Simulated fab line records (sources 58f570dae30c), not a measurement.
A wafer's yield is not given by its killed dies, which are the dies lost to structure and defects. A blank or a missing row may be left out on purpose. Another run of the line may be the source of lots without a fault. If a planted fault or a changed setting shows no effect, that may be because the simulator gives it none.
Check of tool commonality ; flow berkeleyCmos170 ; 14 lots, 42 wafers sampled

WHY THIS WAS OPENED
At UCB170_PLDD_TW_MEAS_11 the reading PLDD_TW is flagged on 2 of 14 lots. Wafers without a fault read 1012, standard deviation 7.7.
Rule: a lot gets a flag if all its wafers with a number sit over 4 standard deviations from that mean, or if no wafer of it has a number. As for the other lots, they are considered sound.

lot;measured;on;PLDD_TW, wafer by wafer;flag
L285;day 6 14:01;filmMetro-02;1009 1016 1017;
L287;day 7 03:12;filmMetro-01;1008 1016 1012;
L288;day 7 13:03;filmMetro-01;1014 1019 1014;
L291;day 8 05:22;filmMetro-01;1017 1020 1019;
L290;day 8 05:47;filmMetro-02;1015 1020 1013;
L294;day 8 11:52;filmMetro-01;1139 1144 1136;FLAGGED
L298;day 9 00:08;filmMetro-02;1138 1138 1138;FLAGGED
L299;day 9 00:36;filmMetro-02;1017 1017 1016;
L302;day 9 12:06;filmMetro-01;1019 1021 1019;
L303;day 9 15:25;filmMetro-04;1000 994 1004;
L304;day 10 09:01;filmMetro-02;1008 1004 1008;
L307;day 10 13:13;filmMetro-01;1019 1011 1015;
L306;day 10 13:47;filmMetro-04;998 1000 1005;
L308;day 10 13:56;filmMetro-01;1007 1006 1015;
On average the flagged lots' numbers are 1139, which is +127 against the usual, or +16 standard deviations.

EACH LOT AND THE TOOL IT RAN ON
The record holds 1 process step before the reading, out of a route of 331 steps. Each cell gives the tool, then ch followed by the chambers the sampled wafers passed through, then the start.
lot;flag;UCB170_PLDD_IMPLANT_08
L285;;implanter-02 ch 0, day 6 13:37
L287;;implanter-02 ch 0, day 7 02:49
L288;;implanter-01 ch 0, day 7 12:40
L291;;implanter-03 ch 0, day 8 04:58
L290;;implanter-01 ch 0, day 8 05:23
L294;FLAGGED;implanter-02 ch 0, day 8 11:28
L298;FLAGGED;implanter-02 ch 0, day 8 23:45
L299;;implanter-01 ch 0, day 9 00:13
L302;;implanter-01 ch 0, day 9 11:44
L303;;implanter-01 ch 0, day 9 15:01
L304;;implanter-03 ch 0, day 10 08:37
L307;;implanter-01 ch 0, day 10 12:51
L306;;implanter-03 ch 0, day 10 13:23
L308;;implanter-01 ch 0, day 10 13:33
What these steps do:
- UCB170_PLDD_IMPLANT_08
- UCB170_PLDD_TW_MEAS_11

FLAGGED OVER TOTAL, TOOL BY TOOL (the gauges that took the reading come last)
step;tool;lots run;flagged;share of the flagged lots;sound lots run after its first flagged lot
UCB170_PLDD_IMPLANT_08;implanter-01;7;0;none;-
UCB170_PLDD_IMPLANT_08;implanter-02;4;2;all;0
UCB170_PLDD_IMPLANT_08;implanter-03;3;0;none;-
UCB170_PLDD_TW_MEAS_11;filmMetro-01;7;1;some;3 (L302,L307,L308)
UCB170_PLDD_TW_MEAS_11;filmMetro-02;5;1;some;2 (L299,L304)
UCB170_PLDD_TW_MEAS_11;filmMetro-04;2;0;none;-

THE TABLE: WHAT IT ALLOWS
Rows of the table that ran each flagged lot: 1, that is implanter-02 at UCB170_PLDD_IMPLANT_08.
- implanter-02 at UCB170_PLDD_IMPLANT_08 ran 4 lots, 2 of them flagged. Its last sound lot is L287 (day 7 02:49), its first flagged lot L294 (day 8 11:28): a fault that began between those two fits. Its own readings lie more than 4 standard deviations out on every wafer of the flagged lots: beamOnS, doseIonsCm2, faradayCurrentUA.
implanter-02 at UCB170_PLDD_IMPLANT_08 is the single tool remaining.

WHAT WAS PUT IN BY THE SIMULATOR
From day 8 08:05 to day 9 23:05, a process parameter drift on implanter-02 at UCB170_PLDD_IMPLANT_08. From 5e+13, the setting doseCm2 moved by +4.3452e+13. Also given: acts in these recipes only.
Struck lots among those shown: L294, L298. The same result came from the rule above.
